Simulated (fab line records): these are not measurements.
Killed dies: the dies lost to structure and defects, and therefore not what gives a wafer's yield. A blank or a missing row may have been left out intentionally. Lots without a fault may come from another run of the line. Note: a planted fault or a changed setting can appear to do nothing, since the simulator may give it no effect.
fab line records + flow rit-cmos
[record]
- lots = 6
- wafers = 18
- last-day = 7
route steps=202 shown M1@186
lots untouched by any fault: they come from a run of this same line in which no faults occurred
start-h: the number of hours between the record's first day and the start of the first shown wafer of the lot + wait-h: hours since the lot's step before + " repeats the value in the row above + L1.1+2: one row covering several wafers at once + - either no value or no given start + * or withheld: withheld + < > ~ a bound
route shown NAME@n: names a module that has steps shown in the file, with the first one's number in the route + usual: mean/standard deviation taken from wafers without a fault + same: alike in all rows + chamber/n: place in a boat + sites: each site's reading + _std_site: standard deviation across them + _edge_site: the outer-site mean with the inner-site mean subtracted + radius-mm: for every site, how far away it sits from the centre of the wafer + mask NAME#n: copy n + behind: the tool/chamber that last shaped the wafer + hold: reason for holding the lot/hours on hold/outcome of the hold + device: transistor that didn't switch, given as n, p or np + end of line: the tests these same wafers got at the end of their route + a step given without rows: its recipe and nothing more + killed: dies lost to structure and defects at the first sort, not the wafer's yield + map: shows each die of a wafer: x if killed, . if not, _ if none is there
set.NAME: the setting as run; set.NAME@STEP: as run at that earlier step + model.NAME: the simulator's own value behind a step, which no gauge read
lots at some steps of the route; a table a step, a row a wafer
services: a tool's chamber out of use, with start hour (start-h, from the record's first day; less than 0 if before it), hours out, and reason
[[steps]]
[step RIT_M1_THK_MEAS_02]
[recipe]
- thk-meas-gauge = xrf
- reads = Al_of_M1_SPUTTER_00
[usual]
- M1_AL_THK = 399/4.4
| lot.wafer | tool          | chamber | start-h | wait-h | M1_AL_THK[nm] |
|-----------|---------------|---------|---------|--------|---------------|
| L949.1    | film-metro-04 | -       | 81.79   | 0.1    | 397           |
| L949.4    | "             | -       | "       | "      | 395           |
| L949.5    | "             | -       | "       | "      | 397           |
| L951.2    | film-metro-04 | -       | 89.28   | 0.1    | 397           |
| L951.4    | "             | -       | "       | "      | 399           |
| L951.6    | "             | -       | "       | "      | 398           |
| L965.1    | film-metro-03 | -       | 157.52  | 0.1    | 408           |
| L965.3    | "             | -       | "       | "      | 405           |
| L965.5    | "             | -       | "       | "      | 407           |
| L966.1    | film-metro-03 | -       | 163.51  | 0.1    | 399           |
| L966.2    | "             | -       | "       | "      | 395           |
| L966.6    | "             | -       | "       | "      | 399           |
| L967.2    | film-metro-04 | -       | 169.05  | 0.1    | 394           |
| L967.3    | "             | -       | "       | "      | 395           |
| L967.5    | "             | -       | "       | "      | 395           |
| L968.3    | film-metro-01 | -       | 173.98  | 0.1    | 405           |
| L968.4    | "             | -       | "       | "      | 402           |
| L968.5    | "             | -       | "       | "      | 401           |
[step RIT_M1_HMDS_03]
[recipe]
- prime-time-s = 60
- prime-temp-c = 140
[step RIT_M1_COAT_04]
[recipe]
- resist = NOVOLAK
- spin-rpm = 2000
- resist-thk-nm = 1300
[step RIT_M1_SOFTBAKE_05]
[recipe]
- resist = NOVOLAK
- temp-c = 90
- time-s = 60
[step RIT_M1_EXPOSE_06]
[recipe]
- mask-id = M12
- na = 0.6
- source-shape = conventional
- sigma-outer = 0.5
- target-cd-nm = 2600
- dose-mj = 250
[step RIT_M1_PEB_07]
[recipe]
- resist = NOVOLAK
- temp-c = withheld
- time-s = withheld
[step RIT_M1_DEVELOP_08]
[recipe]
- resist = NOVOLAK
- develop-time-s = 68
- dev-temp-c = 23
[step RIT_M1_CD_MEAS_09]
[recipe]
- target-cd-nm = 2600
[usual]
- cd-nm = 2600.5/2.1
| lot.wafer | tool      | chamber | start-h | wait-h | cd-nm  |
|-----------|-----------|---------|---------|--------|--------|
| L949.1    | cd-sem-01 | -       | 82.73   | -      | 2604.2 |
| L949.4    | "         | -       | "       | "      | 2601.0 |
| L949.5    | "         | -       | "       | "      | 2603.0 |
| L951.2    | cd-sem-01 | -       | 90.23   | -      | 2600.4 |
| L951.4    | "         | -       | "       | "      | 2601.6 |
| L951.6    | "         | -       | "       | "      | 2598.4 |
| L965.1    | cd-sem-02 | -       | 158.46  | -      | 2601.8 |
| L965.3    | "         | -       | "       | "      | 2601.4 |
| L965.5    | "         | -       | "       | "      | 2601.3 |
| L966.1    | cd-sem-02 | -       | 164.66  | -      | 2598.9 |
| L966.2    | "         | -       | "       | "      | 2596.7 |
| L966.6    | "         | -       | "       | "      | 2600.1 |
| L967.2    | cd-sem-02 | -       | 170.00  | -      | 2601.2 |
| L967.3    | "         | -       | "       | "      | 2600.0 |
| L967.5    | "         | -       | "       | "      | 2601.0 |
| L968.3    | cd-sem-01 | -       | 175.01  | -      | 2599.9 |
| L968.4    | "         | -       | "       | "      | 2599.4 |
| L968.5    | "         | -       | "       | "      | 2599.7 |
[step RIT_M1_OVL_MEAS_10]
[usual]
- M1_OVL = 0.0/1.3
| lot.wafer | tool       | chamber | start-h | wait-h | M1_OVL[nm] |
|-----------|------------|---------|---------|--------|------------|
| L949.1    | overlay-01 | -       | 82.85   | 0.1    | 2.5        |
| L949.4    | "          | -       | "       | "      | 1.0        |
| L949.5    | "          | -       | "       | "      | 1.0        |
| L951.2    | overlay-01 | -       | 90.34   | 0.1    | -0.5       |
| L951.4    | "          | -       | "       | "      | -2.1       |
| L951.6    | "          | -       | "       | "      | -1.3       |
| L965.1    | overlay-01 | -       | 158.58  | 0.1    | 0.1        |
| L965.3    | "          | -       | "       | "      | 0.0        |
| L965.5    | "          | -       | "       | "      | -1.0       |
| L966.1    | overlay-01 | -       | 164.78  | 0.1    | -1.5       |
| L966.2    | "          | -       | "       | "      | -0.7       |
| L966.6    | "          | -       | "       | "      | -0.9       |
| L967.2    | overlay-01 | -       | 170.11  | 0.1    | 1.4        |
| L967.3    | "          | -       | "       | "      | 3.0        |
| L967.5    | "          | -       | "       | "      | 1.2        |
| L968.3    | overlay-01 | -       | 175.10  | 0.1    | -2.1       |
| L968.4    | "          | -       | "       | "      | -0.7       |
| L968.5    | "          | -       | "       | "      | -0.4       |
[step RIT_M1_HARDBAKE_11]
[recipe]
- resist = NOVOLAK
- temp-c = 140
- time-s = 120
[step RIT_M1_METAL_ETCH_12]
[recipe]
- stop-on = SiO2
- chemistry = Cl2/BCl3
- target = Al
- time-s = 165
- over-etch-frac = 0.5
- pressure-mtorr = 100
- target-depth-a = 6000
- rf-w = 250
- Cl2_flow_sccm = 60
- bcl3-flow-sccm = 50
[usual]
- drypump-motor-current-A = 5.8/0.5
- oes-product-au = 0.777/0.0088
- throttle-valve-pct = 8.25/0.11
| lot.wafer | tool         | chamber | start-h | wait-h | drypump-motor-current-A | oes-product-au | rf-hours-counter-h | throttle-valve-pct |
|-----------|--------------|---------|---------|--------|-------------------------|----------------|--------------------|--------------------|
| L949.1    | rie-metal-03 | 0       | 83.14   | 0.2    | 5.9                     | 0.765          | 2.5                | 8.35               |
| L949.4    | "            | 0       | "       | "      | 5.9                     | 0.775          | -                  | 8.35               |
| L949.5    | "            | 0       | "       | "      | 5.9                     | 0.775          | -                  | 8.38               |
| L951.2    | rie-metal-01 | 1       | 90.62   | 0.2    | 5.6                     | 0.790          | 0.7                | 8.29               |
| L951.4    | "            | 1       | "       | "      | 5.6                     | 0.787          | -                  | 8.29               |
| L951.6    | "            | 0       | "       | "      | 5.3                     | 0.782          | -                  | 8.07               |
| L965.1    | rie-metal-02 | 0       | 158.87  | 0.2    | 6.6                     | 0.765          | 5.4                | 8.38               |
| L965.3    | "            | 0       | "       | "      | 6.6                     | 0.762          | -                  | 8.37               |
| L965.5    | "            | 1       | "       | "      | 5.2                     | 0.776          | -                  | 8.16               |
| L966.1    | rie-metal-01 | 1       | 165.07  | 0.2    | 5.6                     | 0.779          | 1.6                | 8.28               |
| L966.2    | "            | 0       | "       | "      | 5.2                     | 0.767          | 2.0                | 8.07               |
| L966.6    | "            | 1       | "       | "      | 5.6                     | 0.778          | -                  | 8.29               |
| L967.2    | rie-metal-03 | 0       | 170.39  | 0.2    | 6.0                     | 0.771          | 3.8                | 8.35               |
| L967.3    | "            | 1       | "       | "      | 6.3                     | 0.785          | -                  | 8.31               |
| L967.5    | "            | 0       | "       | "      | 5.9                     | 0.771          | -                  | 8.34               |
| L968.3    | rie-metal-01 | 0       | 175.43  | 0.2    | 5.2                     | 0.783          | -                  | 8.06               |
| L968.4    | "            | 1       | "       | "      | 5.6                     | 0.787          | -                  | 8.28               |
| L968.5    | "            | 1       | "       | "      | 5.6                     | 0.793          | -                  | 8.29               |
[step RIT_M1_STRIP_13]
[recipe]
- chemistry = nmp
- resist = NOVOLAK
- temp-c = 80
- time-s = 600
- dry = n2-spin
[step RIT_M1_STRIP_14]
[recipe]
- chemistry = O2
- time-s = 180
- platen-temp-c = withheld
- power-w = 500
- pressure-mtorr = 4000
- o2-flow-sccm = 4000
[usual]
- drypump-motor-current-A = 5.8/0.5
- run-length-s = 208.4/0.55
| lot.wafer | tool            | chamber | start-h | wait-h | drypump-motor-current-A | rf-hours-counter-h | run-length-s |
|-----------|-----------------|---------|---------|--------|-------------------------|--------------------|--------------|
| L949.1    | plasma-asher-03 | 1       | 83.49   | 0.0    | 6.7                     | 46                 | 208.9        |
| L949.4    | "               | 0       | "       | "      | 5.9                     | -                  | 208.8        |
| L949.5    | "               | 1       | "       | "      | 6.7                     | -                  | 209.1        |
| L951.2    | plasma-asher-02 | 1       | 90.96   | 0.0    | 5.5                     | 45                 | 207.6        |
| L951.4    | "               | 0       | "       | "      | 5.6                     | -                  | 208.1        |
| L951.6    | "               | 0       | "       | "      | 5.6                     | -                  | 208.2        |
| L965.1    | plasma-asher-03 | 0       | 159.22  | 0.0    | 5.9                     | 5                  | 218.4        |
| L965.3    | "               | 0       | "       | "      | 5.9                     | -                  | 218.3        |
| L965.5    | "               | 1       | "       | "      | 6.7                     | -                  | 219.4        |
| L966.1    | plasma-asher-03 | 0       | 165.40  | 0.0    | 5.9                     | 6                  | 218.5        |
| L966.2    | "               | 1       | "       | "      | 6.7                     | 6                  | 218.6        |
| L966.6    | "               | 1       | "       | "      | 6.7                     | -                  | 218.6        |
| L967.2    | plasma-asher-04 | 0       | 170.73  | 0.0    | 5.6                     | 38                 | 207.5        |
| L967.3    | "               | 1       | "       | "      | 5.1                     | -                  | 207.8        |
| L967.5    | "               | 1       | "       | "      | 5.1                     | -                  | 207.9        |
| L968.3    | plasma-asher-04 | 1       | 175.80  | 0.1    | 5.2                     | -                  | 207.9        |
| L968.4    | "               | 0       | "       | "      | 5.7                     | -                  | 208.4        |
| L968.5    | "               | 0       | "       | "      | 5.7                     | -                  | 207.7        |
[step RIT_M1_CD_MEAS_90]
[recipe]
- target-cd-nm = 2600
[usual]
- cd-nm = 2600.5/2.2
| lot.wafer | tool      | chamber | start-h | wait-h | cd-nm  |
|-----------|-----------|---------|---------|--------|--------|
| L949.1    | cd-sem-02 | -       | 83.67   | 0.1    | 2604.9 |
| L949.4    | "         | -       | "       | "      | 2601.0 |
| L949.5    | "         | -       | "       | "      | 2603.0 |
| L951.2    | cd-sem-02 | -       | 91.15   | 0.1    | 2601.5 |
| L951.4    | "         | -       | "       | "      | 2603.4 |
| L951.6    | "         | -       | "       | "      | 2597.3 |
| L965.1    | cd-sem-02 | -       | 159.49  | 0.2    | 2603.4 |
| L965.3    | "         | -       | "       | "      | 2601.5 |
| L965.5    | "         | -       | "       | "      | 2602.6 |
| L966.1    | cd-sem-02 | -       | 165.58  | 0.1    | 2598.3 |
| L966.2    | "         | -       | "       | "      | 2596.4 |
| L966.6    | "         | -       | "       | "      | 2600.0 |
| L967.2    | cd-sem-02 | -       | 170.92  | 0.1    | 2605.0 |
| L967.3    | "         | -       | "       | "      | 2600.8 |
| L967.5    | "         | -       | "       | "      | 2602.0 |
| L968.3    | cd-sem-02 | -       | 175.96  | 0.1    | 2600.0 |
| L968.4    | "         | -       | "       | "      | 2599.7 |
| L968.5    | "         | -       | "       | "      | 2600.4 |
[step RIT_M1_PROBE_99]
[usual]
- defect-limited-yield = 97.5/1.2
- killed_at_M0_to_M3 = 0.0/0.083
- killed-at-front-end = 7/3
- killed-dies = 7/3
- killed-open = 3.6/1.9
- killed-short = 3.2/1.8
- sort_bin_3_pad_short = 0.1/0.22
- sort_bin_5_function = 1.4/0.77
- sort_bin_6_memory = 1.0/0.63
- sort-n-pass = 257/3
- sort-yield-pct = 97.5/1.2
[same]
- gross-dies = 264
- killed_at_M4_up = 0
- killed-at-back-side = 0
- killed-at-contacts = 0
- killed-at-other = 0
| lot.wafer | tool      | chamber | start-h | wait-h | defect-limited-yield[%] | killed_at_M0_to_M3 | killed-at-front-end | killed-dies | killed-open | killed-short | sort_bin_3_pad_short[%] | sort_bin_5_function[%] | sort_bin_6_memory[%] | sort-n-pass | sort-yield-pct[%] |
|-----------|-----------|---------|---------|--------|-------------------------|--------------------|---------------------|-------------|-------------|--------------|-------------------------|------------------------|----------------------|-------------|-------------------|
| L949.1    | prober-02 | -       | 85.41   | 0.1    | 98.5                    | 0                  | 4                   | 4           | 2           | 2            | 0                       | 1.1                    | 0.4                  | 260         | 98.5              |
| L949.4    | prober-02 | -       | 85.56   | 0.2    | 97.3                    | 0                  | 7                   | 7           | 2           | 5            | 0.4                     | 1.1                    | 1.1                  | 257         | 97.3              |
| L949.5    | prober-02 | -       | 85.61   | 0.2    | 98.5                    | 0                  | 4                   | 4           | 2           | 2            | 0                       | 1.1                    | 0.4                  | 260         | 98.5              |
| L951.2    | prober-02 | -       | 92.92   | 0.1    | 96.6                    | 0                  | 9                   | 9           | 5           | 4            | 0                       | 1.9                    | 1.5                  | 255         | 96.6              |
| L951.4    | prober-02 | -       | 93.02   | 0.2    | 96.2                    | 0                  | 10                  | 10          | 6           | 4            | 0.4                     | 2.7                    | 0.8                  | 254         | 96.2              |
| L951.6    | prober-02 | -       | 93.12   | 0.2    | 98.9                    | 1                  | 2                   | 3           | 2           | 1            | 0                       | 0.4                    | 0.8                  | 261         | 98.9              |
| L967.2    | prober-02 | -       | 172.69  | 0.1    | 97.7                    | 0                  | 6                   | 6           | 1           | 5            | 0.4                     | 1.5                    | 0.4                  | 258         | 97.7              |
| L967.3    | prober-02 | -       | 172.74  | 0.2    | 98.1                    | 0                  | 5                   | 5           | 3           | 2            | 0                       | 1.1                    | 0.8                  | 259         | 98.1              |
| L967.5    | prober-02 | -       | 172.84  | 0.2    | 97.3                    | 0                  | 7                   | 7           | 3           | 4            | 0                       | 1.1                    | 1.5                  | 257         | 97.3              |
| L968.3    | prober-01 | -       | 177.76  | 0.2    | 99.2                    | 0                  | 2                   | 2           | 1           | 1            | 0                       | 0.4                    | 0.4                  | 262         | 99.2              |
| L968.4    | prober-01 | -       | 177.81  | 0.2    | 97.0                    | 0                  | 8                   | 8           | 4           | 4            | 0.4                     | 0.8                    | 1.9                  | 256         | 97.0              |
| L968.5    | prober-01 | -       | 177.86  | 0.2    | 98.5                    | 0                  | 4                   | 4           | 2           | 2            | 0                       | 1.1                    | 0.4                  | 260         | 98.5              |
// killed by level:class
L949.1 GATE:geometric-particle:short=1 FOX2:geometric-particle:open=1 GATE:geometric-particle:open=1 REOX:geometric-particle:short=1
L949.4 GATE:geometric-particle:short=3 FOX1:geometric-particle:short=2 FOX1:geometric-particle:open=1 SPACER:geometric-particle:open=1
L949.5 GATE:geometric-particle:open=1 REOX:geometric-particle:short=1 SPACER:geometric-particle:short=1 SILICIDE:geometric-particle:open=1
L951.2 SPACER:geometric-particle:short=3 FOX2:geometric-particle:open=2 REOX:geometric-particle:open=2 FOX1:geometric-particle:short=1 SPACER:geometric-particle:open=1
L951.4 SPACER:geometric-particle:open=3 REOX:geometric-particle:short=2 FOX1:geometric-particle:short=1 FOX2:geometric-particle:open=1 GATE:geometric-particle:open=1 GATE:geometric-particle:short=1 REOX:geometric-particle:open=1
L951.6 FOX1:geometric-particle:open=1 SPACER:geometric-particle:open=1 M1:geometric-particle:short=1
L967.2 FOX1:geometric-particle:short=2 GATE:geometric-particle:short=2 FOX1:geometric-particle:open=1 REOX:geometric-particle:short=1
L967.3 FOX1:geometric-particle:short=1 FOX2:geometric-particle:open=1 GATE:geometric-particle:open=1 REOX:geometric-particle:open=1 SILICIDE:geometric-particle:short=1
L967.5 FOX1:geometric-particle:open=1 FOX1:geometric-particle:short=1 GATE:geometric-particle:open=1 GATE:geometric-particle:short=1 REOX:geometric-particle:short=1 SILICIDE:geometric-particle:short=1 SILICIDE:geometric-particle:open=1
L968.3 FOX2:geometric-particle:open=1 GATE:geometric-particle:short=1
L968.4 GATE:geometric-particle:short=3 GATE:geometric-particle:open=2 FOX2:geometric-particle:open=1 REOX:geometric-particle:open=1 SILICIDE:geometric-particle:short=1
L968.5 GATE:geometric-particle:open=1 REOX:geometric-particle:short=1 REOX:geometric-particle:open=1 SPACER:geometric-particle:short=1
[[services]]
| tool            | chamber | start-h | hours | kind       |
|-----------------|---------|---------|-------|------------|
| rie-metal-01    | 1       | 61.42   | 8.4   | repair     |
| plasma-asher-04 | -       | 73.26   | 1.3   | repair     |
| rie-metal-02    | 0       | 78.97   | 1.2   | repair     |
| rie-metal-01    | -       | 107.00  | 0.3   | repair     |
| plasma-asher-03 | -       | 108.75  | 9.0   | pm         |
| plasma-asher-03 | 0       | 108.75  | 9.0   | vent-cycle |
| plasma-asher-03 | 1       | 108.75  | 9.0   | vent-cycle |
| plasma-asher-03 | 0       | 117.75  | -     | clean      |
| plasma-asher-03 | 1       | 117.75  | -     | clean      |
| plasma-asher-04 | -       | 131.30  | 3.8   | repair     |
| rie-metal-03    | 1       | 131.56  | 17.7  | repair     |
| plasma-asher-02 | -       | 153.93  | 14.6  | pm         |
| plasma-asher-04 | -       | 157.03  | 1.3   | repair     |
| rie-metal-02    | -       | 174.79  | 1.4   | pm         |
[[key]]
[first-sign]
- step = RIT_M1_STRIP_14
- reading = run-length-s
- direction = up
- sigmas = 19
- usual = *
- struck = *
effect none on later readings
met-at RIT_M1_STRIP_14
struck-wafers L965.1,L965.3,L965.5,L966.1,L966.2,L966.6
onset-between 83.49 159.22
[fault]
- kind = process-parameter-drift
- tool = plasma-asher-03
- chamber = -
- onset-h = 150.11
- steps = RIT_M1_STRIP_14
- channel = time-s
- offset = *
- shape = step
- end-h = 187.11
- acts-in = *
- stated = *
